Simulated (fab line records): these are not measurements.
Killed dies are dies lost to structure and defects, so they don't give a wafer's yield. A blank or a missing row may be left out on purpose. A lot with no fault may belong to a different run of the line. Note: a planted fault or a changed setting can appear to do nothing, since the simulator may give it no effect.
Check for tools in common || flow berkeley_cmos170 || 14 lots and 42 wafers in the sample

REASON IT WAS OPENED
UCB170_FIELD_THK_MEAS_02, reading FIELD_OXIDE_THK: flagged on 2 of 14 lots. No-fault wafers: 558 nm, standard deviation 10.
Rule: a lot is flagged when every wafer of it that has a number lies more than 4 standard deviations from that mean, or none has a number. All remaining lots are regarded as sound.

{"lot": "L216", "measured": "day 4 17:59", "on": "film_metro-04", "FIELD_OXIDE_THK (nm), wafer by wafer": "571 575 578", "flag": ""}
{"lot": "L218", "measured": "day 6 02:44", "on": "film_metro-04", "FIELD_OXIDE_THK (nm), wafer by wafer": "565 571 571", "flag": ""}
{"lot": "L219", "measured": "day 6 02:45", "on": "film_metro-03", "FIELD_OXIDE_THK (nm), wafer by wafer": "556 560 554", "flag": ""}
{"lot": "L221", "measured": "day 6 11:43", "on": "film_metro-03", "FIELD_OXIDE_THK (nm), wafer by wafer": "567 563 567", "flag": ""}
{"lot": "L222", "measured": "day 6 21:29", "on": "film_metro-03", "FIELD_OXIDE_THK (nm), wafer by wafer": "569 566 563", "flag": ""}
{"lot": "L223", "measured": "day 6 21:34", "on": "film_metro-01", "FIELD_OXIDE_THK (nm), wafer by wafer": "570 564 568", "flag": ""}
{"lot": "L226", "measured": "day 7 06:01", "on": "film_metro-01", "FIELD_OXIDE_THK (nm), wafer by wafer": "559 556 564", "flag": ""}
{"lot": "L225", "measured": "day 7 06:01", "on": "film_metro-03", "FIELD_OXIDE_THK (nm), wafer by wafer": "552 544 547", "flag": ""}
{"lot": "L228", "measured": "day 7 20:08", "on": "film_metro-04", "FIELD_OXIDE_THK (nm), wafer by wafer": "333 329 328", "flag": "FLAGGED"}
{"lot": "L227", "measured": "day 7 20:10", "on": "film_metro-01", "FIELD_OXIDE_THK (nm), wafer by wafer": "340 317 335", "flag": "FLAGGED"}
{"lot": "L231", "measured": "day 9 01:19", "on": "film_metro-01", "FIELD_OXIDE_THK (nm), wafer by wafer": "552 552 551", "flag": ""}
{"lot": "L233", "measured": "day 9 01:20", "on": "film_metro-03", "FIELD_OXIDE_THK (nm), wafer by wafer": "552 547 548", "flag": ""}
{"lot": "L239", "measured": "day 10 01:59", "on": "film_metro-01", "FIELD_OXIDE_THK (nm), wafer by wafer": "548 547 556", "flag": ""}
{"lot": "L238", "measured": "day 10 23:07", "on": "film_metro-01", "FIELD_OXIDE_THK (nm), wafer by wafer": "557 545 544", "flag": ""}
Average over the flagged lots: 330 nm; offset from the usual -228 nm, equal to -23 standard deviations.

TOOL THAT RAN EACH LOT
The record keeps 1 process step preceding the reading, out of 331 steps on the route. Cell contents, in order: the tool; ch with the chambers the sampled wafers went through; the start.
{"lot": "L216", "flag": "", "UCB170_FIELD_OXIDATION_01": "furnace-04 ch 0, day 4 14:56"}
{"lot": "L218", "flag": "", "UCB170_FIELD_OXIDATION_01": "furnace-02 ch 0, day 5 23:44"}
{"lot": "L219", "flag": "", "UCB170_FIELD_OXIDATION_01": "furnace-02 ch 0, day 5 23:44"}
{"lot": "L221", "flag": "", "UCB170_FIELD_OXIDATION_01": "furnace-04 ch 0, day 6 08:42"}
{"lot": "L222", "flag": "", "UCB170_FIELD_OXIDATION_01": "furnace-01 ch 0, day 6 18:28"}
{"lot": "L223", "flag": "", "UCB170_FIELD_OXIDATION_01": "furnace-01 ch 0, day 6 18:28"}
{"lot": "L226", "flag": "", "UCB170_FIELD_OXIDATION_01": "furnace-04 ch 0, day 7 03:01"}
{"lot": "L225", "flag": "", "UCB170_FIELD_OXIDATION_01": "furnace-04 ch 0, day 7 03:01"}
{"lot": "L228", "flag": "FLAGGED", "UCB170_FIELD_OXIDATION_01": "furnace-01 ch 0, day 7 17:08"}
{"lot": "L227", "flag": "FLAGGED", "UCB170_FIELD_OXIDATION_01": "furnace-01 ch 0, day 7 17:08"}
{"lot": "L231", "flag": "", "UCB170_FIELD_OXIDATION_01": "furnace-02 ch 0, day 8 22:19"}
{"lot": "L233", "flag": "", "UCB170_FIELD_OXIDATION_01": "furnace-02 ch 0, day 8 22:19"}
{"lot": "L239", "flag": "", "UCB170_FIELD_OXIDATION_01": "furnace-04 ch 0, day 9 22:59"}
{"lot": "L238", "flag": "", "UCB170_FIELD_OXIDATION_01": "furnace-02 ch 0, day 10 20:03"}
What these steps do:
- UCB170_FIELD_OXIDATION_01: target thk 558.3 nm, ox time 7200 s.
- UCB170_FIELD_THK_MEAS_02

FLAGGED OVER TOTAL, TOOL BY TOOL (the gauges that took the reading come last)
{"step": "UCB170_FIELD_OXIDATION_01", "tool": "furnace-01", "lots run": 4, "flagged": 2, "share of the flagged lots": "all", "sound lots run after its first flagged lot": 0}
{"step": "UCB170_FIELD_OXIDATION_01", "tool": "furnace-02", "lots run": 5, "flagged": 0, "share of the flagged lots": "none", "sound lots run after its first flagged lot": "-"}
{"step": "UCB170_FIELD_OXIDATION_01", "tool": "furnace-04", "lots run": 5, "flagged": 0, "share of the flagged lots": "none", "sound lots run after its first flagged lot": "-"}
{"step": "UCB170_FIELD_THK_MEAS_02", "tool": "film_metro-01", "lots run": 6, "flagged": 1, "share of the flagged lots": "some", "sound lots run after its first flagged lot": "3 (L231,L239,L238)"}
{"step": "UCB170_FIELD_THK_MEAS_02", "tool": "film_metro-03", "lots run": 5, "flagged": 0, "share of the flagged lots": "none", "sound lots run after its first flagged lot": "-"}
{"step": "UCB170_FIELD_THK_MEAS_02", "tool": "film_metro-04", "lots run": 3, "flagged": 1, "share of the flagged lots": "some", "sound lots run after its first flagged lot": 0}

WHAT THE TABLE ALLOWS
1 row of the table ran every flagged lot: furnace-01 at UCB170_FIELD_OXIDATION_01.
- furnace-01 at UCB170_FIELD_OXIDATION_01 ran 4 lots, 2 of them flagged. Its last sound lot is L222 (day 6 18:28), its first flagged lot L227 (day 7 17:08): a fault that began between those two fits.
What remains is a single tool, furnace-01 at UCB170_FIELD_OXIDATION_01.

WHAT THE SIMULATOR HAD INSERTED
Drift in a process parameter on furnace-01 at UCB170_FIELD_OXIDATION_01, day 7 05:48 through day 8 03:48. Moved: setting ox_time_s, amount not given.
Struck lots among those shown: L228, L227. The rule given above showed the same thing.
